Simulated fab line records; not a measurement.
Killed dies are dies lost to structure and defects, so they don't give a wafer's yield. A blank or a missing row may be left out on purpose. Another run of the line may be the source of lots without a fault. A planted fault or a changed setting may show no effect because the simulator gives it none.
One fault seen from 2 desks ; flow berkeley_cmos170 ; every desk sees just its own numbers, and what lay behind them comes last

== AT THE TOOL OWNER'S DESK: rie_diel-03 ==
The tool's own readings at UCB170_ACTIVE_ETCH_15 (etches Si3N4 in CH3F/Ar/O2, stops on SiO2, target depth 242 nm, time 151 s): means of the sampled wafers that have a number, for each lot that ran on this tool. Any lot whose mean is over 4 standard deviations away from the usual mean is out of limits and marked OUT; that distance is given in the brackets.
Columns: A = drypump_motor_current_A at UCB170_ACTIVE_ETCH_15, usual 5.8 A; B = oes_product_au at UCB170_ACTIVE_ETCH_15, usual 0.944 a.u.; C = throttle_valve_pct at UCB170_ACTIVE_ETCH_15, usual 8.08 %
lot;first seen here;A;B;C
L213;day 5 18:14;5.6;0.944;8.17
L214;day 5 20:48;5.9;0.938;8.06
L211;day 5 22:17;5.7;0.949;8.08
L220;day 7 00:24;5.8;0.916;8.13
L225;day 8 00:35;5.7;0.921;8.14
This desk's verdict: no lot among the 5 shows anything out of limits.

== AT THE METROLOGY DESK ==
What the gauges read for every lot (on any tool): the sampled wafers with a number, averaged. Any lot whose mean is over 4 standard deviations away from the usual mean is out of limits and marked OUT; that distance is given in the brackets.
Columns: A = M2_AL_THK at UCB170_M2_THK_MEAS_03, usual 892 nm
lot;first seen here;A
L212;day 9 12:16;901
L217;day 9 12:32;890
L211;day 9 13:05;890
L213;day 9 13:34;879
L216;day 9 13:52;884
L214;day 9 16:53;891
L221;day 10 06:24;895
L220;day 10 20:17;892
L224;day 10 20:25;902
L225;day 11 16:48;900
L230;day 12 04:20;893
L227;day 12 04:53;895
L234;day 13 05:22;880
L232;day 13 05:40;895
This desk's verdict: no lot among the 14 shows anything out of limits.

== PUT TOGETHER ==
The tool owner's desk saw nothing out of limits.
From the metrology desk's view, nothing was out of limits.

== WHAT HAD BEEN PUT IN BY THE SIMULATOR ==
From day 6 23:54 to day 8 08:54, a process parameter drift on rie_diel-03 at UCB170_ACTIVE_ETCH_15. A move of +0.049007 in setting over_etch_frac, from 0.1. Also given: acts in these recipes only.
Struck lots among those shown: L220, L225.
